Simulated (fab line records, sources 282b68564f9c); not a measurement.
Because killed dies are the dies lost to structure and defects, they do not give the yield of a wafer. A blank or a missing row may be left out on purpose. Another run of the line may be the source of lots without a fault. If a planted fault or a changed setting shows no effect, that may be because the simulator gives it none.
2 desks, one fault | flow rit-cmos | numbers are kept per desk, each desk with only its own; the story behind them comes last

== DESK OF THE TOOL OWNER: lpcvd-02 ==
The tool's own readings at RIT_GATE_CVD_08 (deposits poly-Si from SiH4, target thk 250 nm, time 2220 s): means of the sampled wafers that have a number, for each lot that ran on this tool. A lot is out of limits, marked OUT, if its mean lies more than 4 standard deviations from the usual mean; the brackets give that distance.
Columns: A = susceptor-temp-C at RIT_GATE_CVD_08, usual 610.0 C; B = zone-power-load-pct at RIT_GATE_CVD_08, usual 11.3 %
lot  | first seen here | A     | B
L620 | day 2 10:41     | 610.3 | 12.6
L624 | day 3 06:43     | 610.1 | 10.8
L625 | day 3 10:49     | 610.2 | 11.0
L628 | day 4 02:50     | 609.9 | 12.6
L630 | day 4 13:10     | 609.9 | 12.5
L640 | day 6 17:59     | 609.5 | 12.4
L641 | day 7 01:19     | 609.8 | 10.9
This desk found nothing out of limits on any of the 7 lots.

== FROM THE METROLOGY DESK ==
What the gauges read, lot by lot, whatever tool the lot ran on: means of the sampled wafers that have a number. A lot is out of limits, marked OUT, if its mean lies more than 4 standard deviations from the usual mean; the brackets give that distance.
Columns: A = GATE_POLY_THK at RIT_GATE_THK_MEAS_09, usual 251.3 nm
lot  | first seen here | A
L620 | day 2 12:20     | 252.6
L621 | day 2 15:52     | 250.5
L624 | day 3 08:20     | 247.9
L625 | day 3 12:26     | 252.6
L628 | day 4 04:29     | 124.4 (-55) OUT
L630 | day 4 14:49     | 118.3 (-58) OUT
L634 | day 5 15:21     | 249.6
L633 | day 5 15:22     | 251.6
L635 | day 5 21:02     | 249.4
L638 | day 6 13:17     | 250.6
L639 | day 6 18:43     | 254.4
L640 | day 6 19:35     | 252.6
L641 | day 7 02:56     | 248.6
L643 | day 7 07:55     | 252.7
Finding of this desk: L628, L630 out of limits, first seen on L628 at day 4 04:29 (GATE_POLY_THK at RIT_GATE_THK_MEAS_09). L620, L621, L624, L625, L634, L633, L635, L638, L639, L640, L641, L643: within limits.

== PUT TOGETHER ==
At day 4 04:29 the metrology desk could have sounded an alarm, on L628, L630.
Nothing out of limits was seen by the tool owner's desk.
Tool owner's desk: L628, L630 on record, inside its limits.
On lpcvd-02, each named lot ran RIT_GATE_CVD_08.

== WHAT THE SIMULATOR HAD PUT IN ==
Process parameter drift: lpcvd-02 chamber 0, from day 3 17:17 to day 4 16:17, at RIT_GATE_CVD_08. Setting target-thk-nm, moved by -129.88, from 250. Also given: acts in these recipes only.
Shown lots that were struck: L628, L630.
Delay in hours, fault start to first out-of-limits reading, per desk: metrology desk 11.
